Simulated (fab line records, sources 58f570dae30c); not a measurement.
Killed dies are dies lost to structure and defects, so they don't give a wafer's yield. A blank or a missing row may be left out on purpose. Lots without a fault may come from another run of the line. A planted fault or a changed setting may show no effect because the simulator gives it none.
One fault seen from 2 desks | flow berkeley_cmos170 | each desk has only its own numbers; what lay behind them comes last

THE METROLOGY DESK
What the gauges read, lot by lot, whatever tool the lot ran on: means of the sampled wafers that have a number. A lot is out of limits, marked OUT, if its mean lies more than 4 standard deviations from the usual mean; the brackets give that distance.
Columns: A = cd_nm at UCB170_PSD_CD_MEAS_06, usual 1200.5 nm
lot  | first seen here | A
L703 | day 6 22:36     | 1202.0
L704 | day 6 22:49     | 1197.8
L705 | day 7 07:20     | 1199.7
L708 | day 7 07:20     | 1201.6
L707 | day 7 07:38     | 1202.2
L706 | day 7 07:50     | 1201.9
L712 | day 8 16:49     | 1200.7
L713 | day 8 23:47     | 1200.0
L720 | day 10 03:10    | 1200.4
L722 | day 10 08:16    | 1200.0
L723 | day 11 00:32    | 1198.7
L724 | day 11 05:49    | 1200.0
L726 | day 11 06:04    | 1199.9
This desk's finding: nothing out of limits on any of the 13 lots.

THE TOOL OWNER'S DESK: pvd_sputter-02
The tool's own readings at UCB170_M3_SPUTTER_01 (material Al, target thk 900 nm, time 120 s): means of the sampled wafers that have a number, for each lot that ran on this tool. A lot is out of limits, marked OUT, if its mean lies more than 4 standard deviations from the usual mean; the brackets give that distance.
Columns: A = cathode_dc_power_W at UCB170_M3_SPUTTER_01, usual 6000.0 W; B = throttle_valve_pct at UCB170_M3_SPUTTER_01, usual 29.8 %
lot  | first seen here | A                        | B
L704 | day 7 23:50     | 6000.0                   | 30.3
L708 | day 8 08:04     | 5999.6                   | 30.5
L705 | day 8 10:02     | 6000.4                   | 29.2
L712 | day 9 19:00     | 6137.1 (+99 or more) OUT | 30.1
L713 | day 9 22:44     | 6137.5 (+99 or more) OUT | 30.3
This desk's finding: out of limits on L712, L713; first on L712, day 9 19:00 (cathode_dc_power_W at UCB170_M3_SPUTTER_01). In limits: L704, L708, L705.

PUT TOGETHER
The tool owner's desk could have raised an alarm at day 9 19:00, on L712, L713.
The metrology desk saw nothing out of limits.
The metrology desk has L712, L713 on record, within its limits.
Of the lots named, all ran UCB170_M3_SPUTTER_01 on pvd_sputter-02.

WHAT THE SIMULATOR HAD PUT IN
Process parameter drift: pvd_sputter-02, from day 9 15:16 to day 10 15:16, at UCB170_M3_SPUTTER_01. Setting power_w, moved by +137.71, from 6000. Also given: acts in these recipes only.
Lots struck among those shown: L712, L713.
Hours from the fault's start to each desk's first reading out of limits: the tool owner's desk, 4.
